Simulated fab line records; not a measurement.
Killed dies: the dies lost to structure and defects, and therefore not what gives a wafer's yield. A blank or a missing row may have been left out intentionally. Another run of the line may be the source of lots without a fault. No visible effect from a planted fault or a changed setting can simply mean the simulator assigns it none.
fab line records | flow ritCmos
[record] lots = 7 | wafers = 21 | lastDay = 6
route steps=202 shown SDANNEAL@155 PSD@157 NSD@158 PLDD@159 NLDD@160 SILICIDE@161
lots untouched by any fault: they come from a run of this same line in which no faults occurred
startH: hours from the record's opening day to when the first of the lot's shown wafers began | waitH: how many hours have passed since the lot's step before this one | " repeats the value in the row above | L1.1+2: a row that stands for several wafers | - no value, or no start was given | * or withheld: withheld | < > ~ a bound
route shown NAME@n: names a module that has steps shown in the file, with the first one's number in the route | usual: the fault-free wafers' mean and standard deviation | same: alike in all rows | chamber/n: place in a boat | sites: per-site readings | _std_site: standard deviation of those values | _edge_site: the outer-site mean with the inner-site mean subtracted | radiusMm: for every site, how far away it sits from the centre of the wafer | mask NAME#n: copy n | behind: tool/chamber where the wafer was last shaped | hold: what put the lot on hold/how long, in hours/how the hold closed | device: the n, p or np transistor that did not switch | end of line: tests of these same wafers at the route's end | step lacking rows: just its recipe | killed: the dies lost at the first sort to structure and to defects; this is not the yield of the wafer | map: a wafer's dies, marking killed ones x, the rest . and places with no die _
set.NAME: the setting as run; set.NAME@STEP: as run at that earlier step | model.NAME: the simulator's own value behind a step, which no gauge read
lots at some steps of the route; a table a step, a row a wafer
services: from which hour (startH, from the record's first day; less than 0 if before it) a tool's chamber was out of use, for how many hours, and why
[[steps]]
[step RIT_SDANNEAL_CLEAN_02]
[recipe] chemistry = SC2 | mix = 3:3:50 | timeS = 600 | tempC = 75 | dry = n2Spin
[step RIT_SDANNEAL_RTA_03]
[recipe] tempC = 1050 | timeS = 5 | idleTempC = 600 | rampUpCPerS = 342 | rampDownCPerS = 171 | coolToC = 600 | ambient = N2
[usual] annealTempCMax = 1054.9/1.1 | chamberO2Ppm = 1.999/0.021 | wafer_temp_C_max = 1053.6/1.2
lot.wafer | tool         | chamber | startH | waitH | annealTempCMax | chamberO2Ppm | wafer_temp_C_max
L359.1    | rtpAnneal-02 | 0       | 50.71  | 0.0   | 1055.5         | 1.986        | 1052.6
L359.3    | "            | 0       | "      | "     | 1055.6         | 2.008        | 1052.3
L359.5    | "            | 0       | "      | "     | 1056.3         | 2.042        | 1054.0
L370.2    | rtpAnneal-01 | 0       | 105.34 | 0.0   | 1055.1         | 1.999        | 1054.1
L370.4    | "            | 0       | "      | "     | 1054.7         | 2.023        | 1054.1
L370.6    | "            | 0       | "      | "     | 1053.4         | 2.015        | 1055.5
L371.1    | rtpAnneal-02 | 0       | 111.83 | 0.0   | 1056.1         | 2.008        | 1052.1
L371.3    | "            | 0       | "      | "     | 1055.7         | 2.010        | 1054.3
L371.4    | "            | 0       | "      | "     | 1055.1         | 1.999        | 1052.1
L372.1    | rtpAnneal-01 | 0       | 117.62 | 0.0   | 1055.0         | 1.965        | 1053.4
L372.2    | "            | 0       | "      | "     | 1054.2         | 1.994        | 1054.8
L372.6    | "            | 0       | "      | "     | 1053.8         | 1.967        | 1052.0
L374.1    | rtpAnneal-02 | 0       | 125.12 | 0.0   | 1056.8         | 1.967        | 1052.5
L374.5    | "            | 0       | "      | "     | 1055.3         | 1.969        | 1053.2
L374.6    | "            | 0       | "      | "     | 1055.3         | 2.026        | 1053.1
L375.2    | rtpAnneal-02 | 0       | 132.44 | 0.0   | 1055.8         | 1.958        | 1052.7
L375.4    | "            | 0       | "      | "     | 1056.1         | 1.978        | 1053.5
L375.6    | "            | 0       | "      | "     | 1057.5         | 1.986        | 1055.4
L376.1    | rtpAnneal-01 | 0       | 137.68 | 0.0   | 1053.5         | 2.019        | 1054.0
L376.4    | "            | 0       | "      | "     | 1056.0         | 2.010        | 1054.3
L376.5    | "            | 0       | "      | "     | 1053.7         | 1.993        | 1053.7
[step RIT_SDANNEAL_RS_MEAS_04]
[recipe] thkMeasGauge = four-point-probe
[usual] PSD_RS = 115.83/0.3
lot.wafer | tool         | chamber | startH | waitH | PSD_RS[ohm/sq]
L359.1    | filmMetro-04 | -       | 50.77  | 0.0   | 116.00
L359.3    | "            | -       | "      | "     | 115.86
L359.5    | "            | -       | "      | "     | 116.07
L370.2    | filmMetro-04 | -       | 105.41 | 0.1   | 115.77
L370.4    | "            | -       | "      | "     | 115.71
L370.6    | "            | -       | "      | "     | 115.67
L371.1    | filmMetro-03 | -       | 111.89 | 0.0   | 115.98
L371.3    | "            | -       | "      | "     | 116.13
L371.4    | "            | -       | "      | "     | 116.08
L372.1    | filmMetro-02 | -       | 117.67 | 0.0   | 115.69
L372.2    | "            | -       | "      | "     | 115.58
L372.6    | "            | -       | "      | "     | 115.60
L374.1    | filmMetro-02 | -       | 125.17 | 0.0   | 115.71
L374.5    | "            | -       | "      | "     | 116.04
L374.6    | "            | -       | "      | "     | 116.00
L375.2    | filmMetro-04 | -       | 132.51 | 0.1   | 116.08
L375.4    | "            | -       | "      | "     | 115.61
L375.6    | "            | -       | "      | "     | 115.89
L376.1    | filmMetro-04 | -       | 137.74 | 0.0   | 115.66
L376.4    | "            | -       | "      | "     | 115.68
L376.5    | "            | -       | "      | "     | 115.58
[step RIT_SDANNEAL_RS_MEAS_05]
[recipe] thkMeasGauge = four-point-probe
[usual] NSD_RS = 84.43/0.28
lot.wafer | tool         | chamber | startH | waitH | NSD_RS[ohm/sq]
L359.1    | filmMetro-04 | -       | 50.89  | 0.1   | 84.22
L359.3    | "            | -       | "      | "     | 84.41
L359.5    | "            | -       | "      | "     | 84.46
L370.2    | filmMetro-04 | -       | 105.53 | 0.1   | 84.49
L370.4    | "            | -       | "      | "     | 84.78
L370.6    | "            | -       | "      | "     | 84.56
L371.1    | filmMetro-03 | -       | 112.01 | 0.1   | 84.10
L371.3    | "            | -       | "      | "     | 84.24
L371.4    | "            | -       | "      | "     | 83.89
L372.1    | filmMetro-02 | -       | 117.79 | 0.1   | 84.09
L372.2    | "            | -       | "      | "     | 84.14
L372.6    | "            | -       | "      | "     | 84.24
L374.1    | filmMetro-02 | -       | 125.29 | 0.1   | 84.28
L374.5    | "            | -       | "      | "     | 84.53
L374.6    | "            | -       | "      | "     | 84.23
L375.2    | filmMetro-04 | -       | 132.63 | 0.1   | 84.48
L375.4    | "            | -       | "      | "     | 84.67
L375.6    | "            | -       | "      | "     | 84.70
L376.1    | filmMetro-04 | -       | 137.86 | 0.1   | 84.72
L376.4    | "            | -       | "      | "     | 84.78
L376.5    | "            | -       | "      | "     | 84.73
[step RIT_SDANNEAL_RS_MEAS_06]
[recipe] thkMeasGauge = four-point-probe
[usual] PLDD_RS = 178.4/0.43
lot.wafer | tool         | chamber | startH | waitH | PLDD_RS[ohm/sq]
L359.1    | filmMetro-04 | -       | 51.01  | 0.1   | 178.1
L359.3    | "            | -       | "      | "     | 177.7
L359.5    | "            | -       | "      | "     | 177.9
L370.2    | filmMetro-04 | -       | 105.65 | 0.1   | 177.8
L370.4    | "            | -       | "      | "     | 178.1
L370.6    | "            | -       | "      | "     | 178.3
L371.1    | filmMetro-03 | -       | 112.13 | 0.1   | 178.1
L371.3    | "            | -       | "      | "     | 178.4
L371.4    | "            | -       | "      | "     | 178.4
L372.1    | filmMetro-02 | -       | 117.91 | 0.1   | 178.9
L372.2    | "            | -       | "      | "     | 178.7
L372.6    | "            | -       | "      | "     | 178.6
L374.1    | filmMetro-02 | -       | 125.41 | 0.1   | 178.4
L374.5    | "            | -       | "      | "     | 177.9
L374.6    | "            | -       | "      | "     | 178.8
L375.2    | filmMetro-04 | -       | 132.75 | 0.1   | 177.9
L375.4    | "            | -       | "      | "     | 178.0
L375.6    | "            | -       | "      | "     | 178.2
L376.1    | filmMetro-04 | -       | 137.98 | 0.1   | 179.0
L376.4    | "            | -       | "      | "     | 178.9
L376.5    | "            | -       | "      | "     | 178.3
[step RIT_SDANNEAL_RS_MEAS_07]
[recipe] thkMeasGauge = four-point-probe
[usual] NLDD_RS = 151.4/0.51
lot.wafer | tool         | chamber | startH | waitH | NLDD_RS[ohm/sq]
L359.1    | filmMetro-04 | -       | 51.13  | 0.1   | 151.2
L359.3    | "            | -       | "      | "     | 151.2
L359.5    | "            | -       | "      | "     | 150.9
L370.2    | filmMetro-04 | -       | 105.77 | 0.1   | 150.7
L370.4    | "            | -       | "      | "     | 151.4
L370.6    | "            | -       | "      | "     | 151.1
L371.1    | filmMetro-03 | -       | 112.25 | 0.1   | 151.2
L371.3    | "            | -       | "      | "     | 151.6
L371.4    | "            | -       | "      | "     | 151.5
L372.1    | filmMetro-02 | -       | 118.03 | 0.1   | 151.1
L372.2    | "            | -       | "      | "     | 151.0
L372.6    | "            | -       | "      | "     | 151.5
L374.1    | filmMetro-02 | -       | 125.53 | 0.1   | 151.5
L374.5    | "            | -       | "      | "     | 151.1
L374.6    | "            | -       | "      | "     | 150.9
L375.2    | filmMetro-04 | -       | 132.87 | 0.1   | 151.7
L375.4    | "            | -       | "      | "     | 151.4
L375.6    | "            | -       | "      | "     | 151.7
L376.1    | filmMetro-04 | -       | 138.10 | 0.1   | 150.8
L376.4    | "            | -       | "      | "     | 151.4
L376.5    | "            | -       | "      | "     | 150.9
[step RIT_SILICIDE_WET_ETCH_00]
[recipe] chemistry = BOE | target = SiO2 | targetDepthNm = 14 | timeS = 15 | dry = n2Spin | dilution = 10:1 | tempC = 21.5
[step RIT_SILICIDE_SPUTTER_01]
[recipe] material = Ti | targetThkNm = 30 | powerW = 350 | chamberPressurePa = 0.667 | gas = Ar | timeS = 240 | substrateTempC = 25
[usual] cathodeDcPowerW = 350.01/0.058 | throttleValvePct = 30.2/0.93
lot.wafer | tool          | chamber | startH | waitH | cathodeDcPowerW | throttleValvePct
L359.1    | pvdSputter-03 | -       | 51.27  | 0.0   | 350.00          | 31.4
L359.3    | "             | -       | "      | "     | 349.98          | 30.2
L359.5    | "             | -       | "      | "     | 350.20          | 30.3
L370.2    | pvdSputter-04 | -       | 105.90 | 0.0   | 350.13          | 28.6
L370.4    | "             | -       | "      | "     | 349.97          | 31.3
L370.6    | "             | -       | "      | "     | 350.02          | 29.5
L371.1    | pvdSputter-01 | -       | 112.38 | 0.0   | 350.03          | 31.6
L371.3    | "             | -       | "      | "     | 349.94          | 29.8
L371.4    | "             | -       | "      | "     | 349.96          | 29.8
L372.1    | pvdSputter-03 | -       | 118.17 | 0.0   | 350.07          | 30.0
L372.2    | "             | -       | "      | "     | 350.01          | 30.6
L372.6    | "             | -       | "      | "     | 350.08          | 30.7
L374.1    | pvdSputter-01 | -       | 125.67 | 0.0   | 349.99          | 28.9
L374.5    | "             | -       | "      | "     | 349.97          | 31.7
L374.6    | "             | -       | "      | "     | 350.06          | 29.6
L375.2    | pvdSputter-01 | -       | 132.99 | 0.0   | 349.96          | 29.8
L375.4    | "             | -       | "      | "     | 349.91          | 29.0
L375.6    | "             | -       | "      | "     | 350.04          | 29.8
L376.1    | pvdSputter-03 | -       | 138.23 | 0.0   | 349.93          | 31.4
L376.4    | "             | -       | "      | "     | 350.00          | 30.0
L376.5    | "             | -       | "      | "     | 349.93          | 30.7
[step RIT_SILICIDE_RS_MEAS_02]
[recipe] thkMeasGauge = four-point-probe | reads = Ti_of_SILICIDE_SPUTTER_01
[usual] SILICIDE_TI_RS = 47.8/0.6
lot.wafer | tool         | chamber | startH | waitH | SILICIDE_TI_RS[ohm/sq]
L359.1    | filmMetro-03 | -       | 51.42  | 0.1   | 47.7
L359.3    | "            | -       | "      | "     | 46.8
L359.5    | "            | -       | "      | "     | 47.3
L370.2    | filmMetro-03 | -       | 106.07 | 0.1   | 47.5
L370.4    | "            | -       | "      | "     | 48.1
L370.6    | "            | -       | "      | "     | 48.6
L371.1    | filmMetro-02 | -       | 112.53 | 0.1   | 48.8
L371.3    | "            | -       | "      | "     | 49.0
L371.4    | "            | -       | "      | "     | 48.1
L372.1    | filmMetro-01 | -       | 118.32 | 0.1   | 46.6
L372.2    | "            | -       | "      | "     | 47.1
L372.6    | "            | -       | "      | "     | 47.3
L374.1    | filmMetro-02 | -       | 125.82 | 0.1   | 46.9
L374.5    | "            | -       | "      | "     | 48.4
L374.6    | "            | -       | "      | "     | 47.8
L375.2    | filmMetro-03 | -       | 133.16 | 0.1   | 48.2
L375.4    | "            | -       | "      | "     | 47.0
L375.6    | "            | -       | "      | "     | 47.3
L376.1    | filmMetro-02 | -       | 138.38 | 0.1   | 48.1
L376.4    | "            | -       | "      | "     | 46.9
L376.5    | "            | -       | "      | "     | 47.5
[step RIT_SILICIDE_THK_MEAS_03]
[recipe] thkMeasGauge = xrf | reads = Ti_of_SILICIDE_SPUTTER_01
[usual] SILICIDE_TI_THK = 29.9/0.31
lot.wafer | tool         | chamber | startH | waitH | SILICIDE_TI_THK[nm]
L359.1    | filmMetro-03 | -       | 51.54  | 0.1   | 29.9
L359.3    | "            | -       | "      | "     | 30.1
L359.5    | "            | -       | "      | "     | 30.1
L370.2    | filmMetro-03 | -       | 106.18 | 0.1   | 29.9
L370.4    | "            | -       | "      | "     | 29.6
L370.6    | "            | -       | "      | "     | 29.4
L371.1    | filmMetro-02 | -       | 112.65 | 0.1   | 29.3
L371.3    | "            | -       | "      | "     | 29.1
L371.4    | "            | -       | "      | "     | 29.7
L372.1    | filmMetro-01 | -       | 118.44 | 0.1   | 30.7
L372.2    | "            | -       | "      | "     | 30.4
L372.6    | "            | -       | "      | "     | 30.3
L374.1    | filmMetro-02 | -       | 125.94 | 0.1   | 30.2
L374.5    | "            | -       | "      | "     | 29.5
L374.6    | "            | -       | "      | "     | 29.9
L375.2    | filmMetro-03 | -       | 133.27 | 0.1   | 29.5
L375.4    | "            | -       | "      | "     | 30.2
L375.6    | "            | -       | "      | "     | 30.1
L376.1    | filmMetro-02 | -       | 138.50 | 0.1   | 29.6
L376.4    | "            | -       | "      | "     | 30.1
L376.5    | "            | -       | "      | "     | 29.9
[step RIT_SILICIDE_RTA_04]
[recipe] tempC = 650 | timeS = 10 | idleTempC = 25 | rampUpS = 5 | rampDownS = 5 | coolToC = 25 | ambient = N2
[usual] annealTempCMax = 653.0/0.73 | chamberO2Ppm = 2.002/0.017 | wafer_temp_C_max = 652.5/0.71
lot.wafer | tool         | chamber | startH | waitH | annealTempCMax | chamberO2Ppm | wafer_temp_C_max
L359.1    | rtpAnneal-01 | 0       | 51.60  | 0.1   | 652.5          | 1.980        | 652.1
L359.3    | "            | 0       | "      | "     | 652.1          | 2.001        | 653.3
L359.5    | "            | 0       | "      | "     | 652.6          | 1.993        | 652.6
L370.2    | rtpAnneal-02 | 0       | 106.24 | 0.1   | 653.9          | 1.995        | 651.3
L370.4    | "            | 0       | "      | "     | 652.8          | 1.993        | 651.4
L370.6    | "            | 0       | "      | "     | 653.4          | 1.993        | 651.9
L371.1    | rtpAnneal-01 | 0       | 112.71 | 0.1   | 651.9          | 2.009        | 652.2
L371.3    | "            | 0       | "      | "     | 652.2          | 2.004        | 653.2
L371.4    | "            | 0       | "      | "     | 653.1          | 2.040        | 653.2
L372.1    | rtpAnneal-02 | 0       | 118.50 | 0.1   | 652.8          | 2.035        | 652.0
L372.2    | "            | 0       | "      | "     | 652.3          | 2.033        | 651.8
L372.6    | "            | 0       | "      | "     | 652.6          | 2.034        | 652.5
L374.1    | rtpAnneal-02 | 0       | 126.00 | 0.1   | 653.7          | 2.021        | 652.0
L374.5    | "            | 0       | "      | "     | 652.4          | 2.009        | 652.8
L374.6    | "            | 0       | "      | "     | 654.5          | 2.030        | 652.0
L375.2    | rtpAnneal-01 | 0       | 133.33 | 0.1   | 651.9          | 1.987        | 652.8
L375.4    | "            | 0       | "      | "     | 652.8          | 2.015        | 653.5
L375.6    | "            | 0       | "      | "     | 653.3          | 1.983        | 653.1
L376.1    | rtpAnneal-02 | 0       | 138.56 | 0.1   | 652.7          | 2.010        | 653.1
L376.4    | "            | 0       | "      | "     | 654.5          | 2.000        | 651.9
L376.5    | "            | 0       | "      | "     | 652.7          | 2.014        | 652.4
[step RIT_SILICIDE_WET_ETCH_05]
[recipe] chemistry = SPM | target = Ti | tempC = 90 | timeS = 120 | dry = n2Spin
[step RIT_SILICIDE_RTA_06]
[recipe] tempC = 750 | timeS = 10 | idleTempC = 25 | rampUpS = 5 | rampDownS = 10 | coolToC = 25 | ambient = N2
[usual] annealTempCMax = 753.4/0.8 | chamberO2Ppm = 2.000/0.023 | wafer_temp_C_max = 752.9/0.72
lot.wafer | tool         | chamber | startH | waitH | annealTempCMax | chamberO2Ppm | wafer_temp_C_max
L359.1    | rtpAnneal-02 | 0       | 51.70  | 0.0   | 753.3          | 2.017        | 752.7
L359.3    | "            | 0       | "      | "     | 753.9          | 2.001        | 752.1
L359.5    | "            | 0       | "      | "     | 753.7          | 2.006        | 752.3
L370.2    | rtpAnneal-01 | -       | 106.35 | 0.0   | -              | -            | -
L370.4    | "            | -       | "      | "     | -              | -            | -
L370.6    | "            | -       | "      | "     | -              | -            | -
L371.1    | rtpAnneal-02 | -       | 112.82 | 0.0   | -              | -            | -
L371.3    | "            | -       | "      | "     | -              | -            | -
L371.4    | "            | -       | "      | "     | -              | -            | -
L372.1    | rtpAnneal-01 | -       | 118.60 | 0.0   | -              | -            | -
L372.2    | "            | -       | "      | "     | -              | -            | -
L372.6    | "            | -       | "      | "     | -              | -            | -
L374.1    | rtpAnneal-01 | 0       | 126.10 | 0.0   | 753.4          | 1.989        | 753.8
L374.5    | "            | 0       | "      | "     | 752.8          | 1.992        | 752.8
L374.6    | "            | 0       | "      | "     | 752.7          | 2.017        | 753.1
L375.2    | rtpAnneal-02 | 0       | 133.43 | 0.0   | 753.5          | 2.045        | 752.6
L375.4    | "            | 0       | "      | "     | 753.2          | 2.003        | 752.5
L375.6    | "            | 0       | "      | "     | 753.8          | 2.025        | 751.9
L376.1    | rtpAnneal-01 | 0       | 138.67 | 0.0   | 752.8          | 1.998        | 753.2
L376.4    | "            | 0       | "      | "     | 752.0          | 2.031        | 753.2
L376.5    | "            | 0       | "      | "     | 753.6          | 1.991        | 754.0
[[services]]
tool          | chamber | startH | hours | kind
pvdSputter-01 | -       | 79.46  | 6.0   | repair
pvdSputter-01 | -       | 103.43 | 3.4   | repair
pvdSputter-03 | -       | 105.45 | 2.0   | repair
pvdSputter-04 | -       | 107.19 | 1.9   | repair
[[key]]
[firstSign] step = RIT_SILICIDE_RTA_06 | reading = toolRecord | direction = missing
effect none on later readings
metAt RIT_SILICIDE_RTA_06
struckWafers L370.2,L370.4,L370.6,L371.1,L371.3,L371.4,L372.1,L372.2,L372.6
laterRowsLeftOut L370.2,L370.4,L370.6,L371.1,L371.3,L371.4,L372.1,L372.2,L372.6
sortLeftOut L370.2,L370.4,L370.6,L371.1,L371.3,L371.4,L372.1,L372.2,L372.6
testerLeftOut L370,L371,L372
onsetBetween 51.70 106.35
[fault] kind = skippedStepWhole | tool = rtpAnneal-01,rtpAnneal-02 | chamber = - | onsetH = 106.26 | steps = RIT_SILICIDE_RTA_06 | scope = struckLotsOnly
// testerLeftOut: of these lots the tester's yield and bins aren't shown, on N5 and GAA mostly nor the transistor test; their killed dies are dies lost to structure and defects alone, not to doping, threshold or leakage, so they don't give the yield
// sortLeftOut: the simulated sort isn't trusted on such a fault, so these wafers' sort isn't shown, and their yield isn't known
// laterRowsLeftOut: the simulator's readings of these wafers behind a module that went badly wrong aren't trusted and aren't shown, but for the sort
